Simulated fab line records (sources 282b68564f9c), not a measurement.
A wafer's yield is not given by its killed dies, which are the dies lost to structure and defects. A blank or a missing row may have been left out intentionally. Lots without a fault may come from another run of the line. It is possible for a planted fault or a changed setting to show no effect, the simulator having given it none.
Shared-tool check || flow rit_cmos || 15 lots and 45 wafers in the sample

## THE REASON FOR OPENING IT
3 of 15 lots carry a flag on the reading GATE_OXIDE_THK at RIT_GATE_THK_MEAS_07. Wafers without a fault read 2.98 nm, standard deviation 0.054.
Rule: a lot gets a flag if all its wafers with a number sit over 4 standard deviations from that mean, or if no wafer of it has a number. All remaining lots are regarded as sound.

{"lot": "L912", "measured": "day 2 09:47", "on": "film_metro-02", "GATE_OXIDE_THK (nm), wafer by wafer": "3.07 3.01 3.03", "flag": ""}
{"lot": "L913", "measured": "day 2 14:23", "on": "film_metro-02", "GATE_OXIDE_THK (nm), wafer by wafer": "2.96 3.04 2.98", "flag": ""}
{"lot": "L915", "measured": "day 3 01:54", "on": "film_metro-02", "GATE_OXIDE_THK (nm), wafer by wafer": "2.49 2.49 2.43", "flag": "FLAGGED"}
{"lot": "L916", "measured": "day 3 07:04", "on": "film_metro-01", "GATE_OXIDE_THK (nm), wafer by wafer": "2.92 2.95 2.94", "flag": ""}
{"lot": "L918", "measured": "day 3 16:37", "on": "film_metro-01", "GATE_OXIDE_THK (nm), wafer by wafer": "2.52 2.51 2.50", "flag": "FLAGGED"}
{"lot": "L919", "measured": "day 3 21:23", "on": "film_metro-03", "GATE_OXIDE_THK (nm), wafer by wafer": "2.47 2.52 2.47", "flag": "FLAGGED"}
{"lot": "L921", "measured": "day 4 14:34", "on": "film_metro-01", "GATE_OXIDE_THK (nm), wafer by wafer": "2.96 3.01 3.04", "flag": ""}
{"lot": "L924", "measured": "day 5 06:07", "on": "film_metro-03", "GATE_OXIDE_THK (nm), wafer by wafer": "2.95 2.96 2.89", "flag": ""}
{"lot": "L925", "measured": "day 5 09:19", "on": "film_metro-03", "GATE_OXIDE_THK (nm), wafer by wafer": "3.02 3.01 3.05", "flag": ""}
{"lot": "L930", "measured": "day 6 05:22", "on": "film_metro-01", "GATE_OXIDE_THK (nm), wafer by wafer": "3.08 3.02 2.95", "flag": ""}
{"lot": "L931", "measured": "day 6 08:11", "on": "film_metro-01", "GATE_OXIDE_THK (nm), wafer by wafer": "3.02 2.94 2.91", "flag": ""}
{"lot": "L932", "measured": "day 6 13:56", "on": "film_metro-02", "GATE_OXIDE_THK (nm), wafer by wafer": "3.05 3.00 3.03", "flag": ""}
{"lot": "L933", "measured": "day 6 18:19", "on": "film_metro-01", "GATE_OXIDE_THK (nm), wafer by wafer": "2.96 2.97 3.00", "flag": ""}
{"lot": "L934", "measured": "day 7 01:58", "on": "film_metro-01", "GATE_OXIDE_THK (nm), wafer by wafer": "3.00 2.99 2.91", "flag": ""}
{"lot": "L935", "measured": "day 7 08:34", "on": "film_metro-02", "GATE_OXIDE_THK (nm), wafer by wafer": "2.98 2.97 2.98", "flag": ""}
The numbers of the flagged lots are 2.49 nm on average: -0.49 nm against the usual, or -9 standard deviations.

## WHICH TOOL RAN EACH LOT
The record holds 1 process step before the reading, out of a route of 202 steps. Each cell gives the tool, then ch followed by the chambers the sampled wafers passed through, then the start.
{"lot": "L912", "flag": "", "RIT_GATE_OXIDATION_05": "furnace-04 ch 0, day 2 08:28"}
{"lot": "L913", "flag": "", "RIT_GATE_OXIDATION_05": "furnace-02 ch 0, day 2 13:03"}
{"lot": "L915", "flag": "FLAGGED", "RIT_GATE_OXIDATION_05": "furnace-02 ch 0, day 3 00:33"}
{"lot": "L916", "flag": "", "RIT_GATE_OXIDATION_05": "furnace-01 ch 0, day 3 05:45"}
{"lot": "L918", "flag": "FLAGGED", "RIT_GATE_OXIDATION_05": "furnace-02 ch 0, day 3 15:16"}
{"lot": "L919", "flag": "FLAGGED", "RIT_GATE_OXIDATION_05": "furnace-02 ch 0, day 3 20:04"}
{"lot": "L921", "flag": "", "RIT_GATE_OXIDATION_05": "furnace-01 ch 0, day 4 09:48"}
{"lot": "L924", "flag": "", "RIT_GATE_OXIDATION_05": "furnace-01 ch 0, day 5 04:48"}
{"lot": "L925", "flag": "", "RIT_GATE_OXIDATION_05": "furnace-04 ch 0, day 5 07:59"}
{"lot": "L930", "flag": "", "RIT_GATE_OXIDATION_05": "furnace-02 ch 0, day 6 04:02"}
{"lot": "L931", "flag": "", "RIT_GATE_OXIDATION_05": "furnace-01 ch 0, day 6 06:52"}
{"lot": "L932", "flag": "", "RIT_GATE_OXIDATION_05": "furnace-02 ch 0, day 6 12:35"}
{"lot": "L933", "flag": "", "RIT_GATE_OXIDATION_05": "furnace-02 ch 0, day 6 16:59"}
{"lot": "L934", "flag": "", "RIT_GATE_OXIDATION_05": "furnace-01 ch 0, day 7 00:38"}
{"lot": "L935", "flag": "", "RIT_GATE_OXIDATION_05": "furnace-02 ch 0, day 7 05:18"}
What the steps here do:
- RIT_GATE_OXIDATION_05: target thk 3 nm, ox time 270 s.
- RIT_GATE_THK_MEAS_07

## FLAGGED OVER TOTAL, TOOL BY TOOL (the gauges that took the reading come last)
{"step": "RIT_GATE_OXIDATION_05", "tool": "furnace-01", "lots run": 5, "flagged": 0, "share of the flagged lots": "none", "sound lots run after its first flagged lot": "-"}
{"step": "RIT_GATE_OXIDATION_05", "tool": "furnace-02", "lots run": 8, "flagged": 3, "share of the flagged lots": "all", "sound lots run after its first flagged lot": "4 (L930,L932,L933,L935)"}
{"step": "RIT_GATE_OXIDATION_05", "tool": "furnace-04", "lots run": 2, "flagged": 0, "share of the flagged lots": "none", "sound lots run after its first flagged lot": "-"}
{"step": "RIT_GATE_THK_MEAS_07", "tool": "film_metro-01", "lots run": 7, "flagged": 1, "share of the flagged lots": "some", "sound lots run after its first flagged lot": "5 (L921,L930,L931,L933,L934)"}
{"step": "RIT_GATE_THK_MEAS_07", "tool": "film_metro-02", "lots run": 5, "flagged": 1, "share of the flagged lots": "some", "sound lots run after its first flagged lot": "2 (L932,L935)"}
{"step": "RIT_GATE_THK_MEAS_07", "tool": "film_metro-03", "lots run": 3, "flagged": 1, "share of the flagged lots": "some", "sound lots run after its first flagged lot": "2 (L924,L925)"}

## WHAT IS ALLOWED BY THE TABLE
1 row of the table ran every flagged lot: furnace-02 at RIT_GATE_OXIDATION_05.
- furnace-02 at RIT_GATE_OXIDATION_05: 3 of its 8 lots flagged. Sound lots followed the first flagged one (L930, L932, L933, L935) on it, something a lasting fault affecting the whole tool could not allow. Its own readings (spike_tc_centre_C, spike_tc_load_C, spike_tc_source_C, tube_center_temp_C, tube_center_temp_C_max) fall more than 4 standard deviations out on all wafers of the flagged lots.
There is no row in the table that ran each flagged lot and no sound lot after the first.

## WHAT THE SIMULATOR HAD INSERTED
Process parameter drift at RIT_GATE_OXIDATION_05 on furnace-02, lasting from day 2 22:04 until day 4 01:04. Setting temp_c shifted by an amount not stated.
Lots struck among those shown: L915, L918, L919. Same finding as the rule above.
